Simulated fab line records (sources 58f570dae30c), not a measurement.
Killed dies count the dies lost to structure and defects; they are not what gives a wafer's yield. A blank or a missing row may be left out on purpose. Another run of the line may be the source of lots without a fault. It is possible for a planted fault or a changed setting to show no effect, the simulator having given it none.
Struck lot and sound lot, side by side ; flow berkeleyCmos170 ; 17 steps out of a route of 331
Sound: the wafers L375.2, L375.3, L375.4. Struck: wafers L386.2, L386.3. (L386.1 of the same lot was not struck and is left out.) The cause comes at the end.
At each step with rows: each side's tool, then ch and its chambers, then its first start. Under that, the readings that differ: sound wafers ; struck wafers ; difference of the means ; sigmas: that difference in standard deviations of wafers without a fault.
alike: readings whose means differ by less than 2 such deviations, and words and numbers that are the same on both sides. not compared: withheld readings, readings that some wafer has no value for, bounds like >300 that may hide the same value, and numbers for which the record gives no deviation and whose values overlap.
A row with sigmas, a row that says differs or no value, or rows on one side alone: a step with any of these is where the two part. When numbers do not overlap yet have no deviation, they are printed without sigmas and do not part them. Lack of a reading on every wafer of one side parts them only where that side has two or more wafers.

first, 1 step without rows for these wafers: UCB170_M3_SOFTBAKE_06 (time 60 s).
UCB170_M3_STRIP_07: strips in O2.
  sound on plasmaAsher-04 ch 0,1, day 9 20:28; struck on plasmaAsher-01 ch 0,1, day 12 07:49
  alike: drypumpMotorCurrentA, oesProductAu, stripTimeToEndpointS
  not compared: rfHoursCounterH
then, 7 steps without rows for these wafers: UCB170_M3_STRIP_08 (strips KrF in DMSO, time 600 s); UCB170_M3_COAT_09; UCB170_M3_COAT_10 (resist thk 900 nm); UCB170_M3_SOFTBAKE_11 (time 60 s); UCB170_M3_EXPOSE_12 (exposes mask METAL3, target cd 700 nm); UCB170_M3_PEB_13; UCB170_M3_DEVELOP_14 (develop time 45 s).
UCB170_M3_CD_MEAS_15: target cd 700 nm.
  struck on cdSem-01, day 12 10:08; sound on cdSem-01, day 9 22:01
  alike: cdNm
UCB170_M3_OVL_MEAS_16:
  struck on overlay-02, day 12 10:16; sound on overlay-01, day 9 22:07
  alike: M3_OVL
UCB170_M3_ETCH_17: etches BARC in N2/H2.
  sound on rieDiel-03 ch 1,2,3, day 9 22:08; struck on rieDiel-03 ch 0,1, day 12 10:18
  alike: drypumpMotorCurrentA, oesProductAu, throttleValvePct
UCB170_M3_METAL_ETCH_18: etches Al in Cl2/BCl3, stops on SiO2, target depth 1170 nm, time 195 s.
  sound on rieMetal-02 ch 0,1, day 9 22:11; struck on rieMetal-02 ch 0, day 12 10:20
reading;sound;struck;difference;sigmas
oesProductAu (a.u.);0.841 0.855 0.831;1.029 1.038;+0.191;+14
model.KrF_of_M3_COAT_10.thkNm (nm);205.3 195.1 210.5;411.9 407.8;+206.2;
model.M3.featureDepthNm (nm);959.7 970.2 942.3;826.9 833.1;-127.4;
model.etch.depthNm (nm);903.8 910.3 886.8;826.9 833.1;-70.3;
  alike: drypumpMotorCurrentA, throttleValvePct
  not compared: rfHoursCounterH
UCB170_M3_STRIP_19: strips in O2.
  sound on plasmaAsher-02 ch 0,1, day 9 22:22; struck on plasmaAsher-02 ch 0, day 12 10:32
reading;sound;struck;difference;sigmas
oesProductAu (a.u.);0.536 0.525 0.546;0.713 0.725;+0.183;+10
  alike: drypumpMotorCurrentA
  not compared: rfHoursCounterH
UCB170_M3_CD_MEAS_90: target cd 700 nm.
  struck on cdSem-02, day 12 10:38; sound on cdSem-01, day 9 22:29
reading;sound;struck;difference;sigmas
cdNm (nm);704 698 707;718 718;+15;+4
UCB170_M3_BOW_MEAS_20:
  struck on filmMetro-03, day 12 10:45; sound on filmMetro-04, day 9 22:37
  alike: M3_BOW
UCB170_M3_PROBE_99:
  struck on prober-02, day 12 10:55; sound on prober-02, day 9 22:46
reading;sound;struck;difference;sigmas
model.etest.antennaM2.short;0 0 0;1;+1;
model.etest.antennaM3.overLimit;0 0 0;1;+1;
model.etest.antennaM2.overLimit;0 0 0;1;+1;
model.etest.antennaM3.short;0 0 0;1;+1;

WHERE THEY PART
Earliest at UCB170_M3_METAL_ETCH_18; latest, in this record, at UCB170_M3_CD_MEAS_90. Later steps at which nothing parts them and some readings are alike: UCB170_M3_BOW_MEAS_20.

WHY: what had been put in by the simulator
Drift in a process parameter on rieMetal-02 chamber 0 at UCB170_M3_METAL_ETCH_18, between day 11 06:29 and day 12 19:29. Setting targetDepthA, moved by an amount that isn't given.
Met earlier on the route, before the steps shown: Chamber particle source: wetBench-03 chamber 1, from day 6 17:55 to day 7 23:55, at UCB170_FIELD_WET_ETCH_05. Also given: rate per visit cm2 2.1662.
